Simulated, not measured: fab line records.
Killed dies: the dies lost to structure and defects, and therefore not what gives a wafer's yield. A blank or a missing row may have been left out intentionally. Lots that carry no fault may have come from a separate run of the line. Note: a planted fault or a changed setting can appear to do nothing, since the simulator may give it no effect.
The tool behind it: which one?    flow berkeleyCmos170    6 lots, 18 wafers sampled, at 2 steps of a route of 331

== WHAT THE GAUGES SHOWED, per wafer ==
UCB170_M1_CD_MEAS_90: target cd 700 nm.
lot   measured      on        cdNm (nm)
L441  day 9 11:20   cdSem-02  693.8 699.9 700.9
L443  day 10 04:59  cdSem-01  695.2 697.2 697.5
L447  day 11 01:49  cdSem-01  696.3 700.2 700.7
L451  day 11 17:59  cdSem-02  698.9 695.4 701.2
L455  day 12 03:04  cdSem-01  700.2 713.6 712.8
L460  day 12 17:53  cdSem-01  701.2 701.7 693.0

== WHICH TOOL RAN EACH LOT (tool, then ch and the chambers of the sampled wafers, then the start) ==
lot   UCB170_M1_METAL_ETCH_12
L441  rieMetal-03 ch 0,1, day 9 11:06
L443  rieMetal-03 ch 0,1, day 10 04:43
L447  rieMetal-01 ch 0,1, day 11 01:35
L451  rieMetal-04 ch 0,1, day 11 17:44
L455  rieMetal-01 ch 0,1, day 12 02:49
L460  rieMetal-04 ch 0,1, day 12 17:37
- UCB170_M1_METAL_ETCH_12: etches Al in Cl2/BCl3, stops on PSG, target depth 780 nm, time 130 s.

== THE ANSWER, worked out from the rows above alone ==
Rule: the usual values come from the lots themselves. The widest of any qualifying gaps counts: lots, ordered by their means at a reading, are off when they make up no more than a third of the lots, leave a main group of 4 or more, and stand apart from it by 3 or more times the standard deviation of that group's means. The tables above print the reading to a certain number of digits; a main group whose means all agree to those digits is not used. Also off: a lot with no number at a reading for which 4 or more lots have one. Any other lot the step has rows for is counted as sound.
Off, at UCB170_M1_CD_MEAS_90 on cdNm: L455. The main group: mean 698.2 nm, standard deviation 0.83.
If a tool, at a process step before that reading, ran all the lots that are off and no sound lot after the first of them, it fits. The gauges at UCB170_M1_CD_MEAS_90 are tried like those tools. One fits: rieMetal-01 at UCB170_M1_METAL_ETCH_12. Its last sound lot is L447 (day 11 01:35), its first lot that is off L455 (day 12 02:49): a fault that began between those two fits.

== WHAT THE SIMULATOR PUT IN ==
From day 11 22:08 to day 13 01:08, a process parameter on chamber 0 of rieMetal-01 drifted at UCB170_M1_METAL_ETCH_12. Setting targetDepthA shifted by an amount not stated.
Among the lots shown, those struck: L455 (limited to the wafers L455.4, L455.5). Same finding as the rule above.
